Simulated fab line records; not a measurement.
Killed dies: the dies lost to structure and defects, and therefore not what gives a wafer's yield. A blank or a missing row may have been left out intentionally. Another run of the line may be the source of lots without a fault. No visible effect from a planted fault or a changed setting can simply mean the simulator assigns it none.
Which tool did it? -- flow berkeley_cmos170 -- 45 wafers from 15 lots sampled at 2 of the route's 331 steps

## WHAT THE GAUGES SHOWED, per wafer
UCB170_GATE_THK_MEAS_05. Usual: GATE_POLY_THK 214.2 nm, standard deviation 2.
lot,measured,on,GATE_POLY_THK (nm),flag
L927,day 6 06:51,film_metro-03,212.2 212.4 212.9,
L928,day 6 14:25,film_metro-04,217.2 215.8 214.5,
L929,day 6 14:24,film_metro-02,214.1 214.5 213.8,
L930,day 7 03:43,film_metro-04,216.1 215.5 215.4,
L931,day 7 03:41,film_metro-03,215.3 214.9 218.1,
L933,day 7 17:14,film_metro-04,212.4 213.0 215.4,
L934,day 7 17:13,film_metro-03,214.8 214.1 217.0,
L935,day 8 03:50,film_metro-03,212.5 213.6 215.3,
L936,day 8 03:49,film_metro-04,215.1 216.3 214.9,
L941,day 9 10:22,film_metro-03,360.0 360.7 359.5,OFF
L942,day 9 10:20,film_metro-04,359.1 357.7 358.5,OFF
L943,day 9 10:25,film_metro-02,357.7 360.1 359.0,OFF
L946,day 10 12:06,film_metro-04,212.0 210.8 212.3,
L947,day 10 12:02,film_metro-04,210.4 208.7 208.5,
L948,day 10 12:09,film_metro-04,215.6 214.8 216.1,

## TOOL THAT RAN EACH LOT (tool first, then ch and the chambers of the sampled wafers, then the start)
lot,UCB170_GATE_CVD_04
L927,"lpcvd-01 ch 1, day 6 05:26"
L928,"lpcvd-02 ch 1, day 6 13:00"
L929,"lpcvd-02 ch 0, day 6 13:00"
L930,"lpcvd-02 ch 0, day 7 02:16"
L931,"lpcvd-02 ch 0, day 7 02:16"
L933,"lpcvd-01 ch 0, day 7 15:49"
L934,"lpcvd-01 ch 0, day 7 15:49"
L935,"lpcvd-01 ch 0, day 8 02:25"
L936,"lpcvd-01 ch 1, day 8 02:25"
L941,"lpcvd-02 ch 0, day 9 08:56"
L942,"lpcvd-02 ch 0, day 9 08:56"
L943,"lpcvd-02 ch 0, day 9 08:56"
L946,"lpcvd-01 ch 1, day 10 10:37"
L947,"lpcvd-01 ch 0, day 10 10:37"
L948,"lpcvd-01 ch 0, day 10 10:37"
- UCB170_GATE_CVD_04: deposits poly-Si from SiH4, time 1440 s, target thk 214 nm.

## WHAT THE TOOLS THEMSELVES READ (means of the sampled wafers that have a number; where no wafer has one, the mark that the record gives instead)
UCB170_GATE_CVD_04. Usual: pressure_mtorr 375.0 mTorr, standard deviation 0.72; spike_tc_source_C 630.1 C, standard deviation 2.
lot,tool,pressure_mtorr (mTorr),spike_tc_source_C (C),flag
L927,lpcvd-01,374.6,632.8,
L928,lpcvd-02,375.4,631.7,
L929,lpcvd-02,375.3,628.1,
L930,lpcvd-02,375.3,627.9,
L931,lpcvd-02,374.6,628.8,
L933,lpcvd-01,376.1,629.5,
L934,lpcvd-01,374.5,630.0,
L935,lpcvd-01,374.9,629.6,
L936,lpcvd-01,375.0,631.7,
L941,lpcvd-02,375.4,628.3,
L942,lpcvd-02,374.7,630.0,
L943,lpcvd-02,374.3,628.7,
L946,lpcvd-01,375.0,633.2,
L947,lpcvd-01,375.7,629.5,
L948,lpcvd-01,375.7,630.5,

## THE ANSWER, worked out from the rows above alone
Rule: lot off if the mean of its wafers having a number is beyond 3 standard deviations from the usual mean. Also off: a lot with no number at a reading for which 4 or more lots have one. The other lots that the step has rows for count as sound. Order of review: gauges by route order, followed by the tools' own readings, for which a lot's mean as printed above is used. The first step at which some lot is off is used, and at that step the reading that is off furthest; a lot without a number counts as furthest.
Off: at UCB170_GATE_THK_MEAS_05 (GATE_POLY_THK), L941, L942, L943.
If a tool, at a process step before that reading, ran all the lots that are off and no sound lot after the first of them, it fits. The gauges at UCB170_GATE_THK_MEAS_05 are tried like those tools. One fits: lpcvd-02 at UCB170_GATE_CVD_04. Its last sound lot is L930 (day 7 02:16), its first lot that is off L941 (day 9 08:56): a fault that began between those two fits.

## WHAT WAS PUT IN BY THE SIMULATOR
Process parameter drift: lpcvd-02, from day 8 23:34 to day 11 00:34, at UCB170_GATE_CVD_04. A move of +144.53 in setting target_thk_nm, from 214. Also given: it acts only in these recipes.
Shown lots that were struck: L942, L941, L943. The rule above reached the same finding.
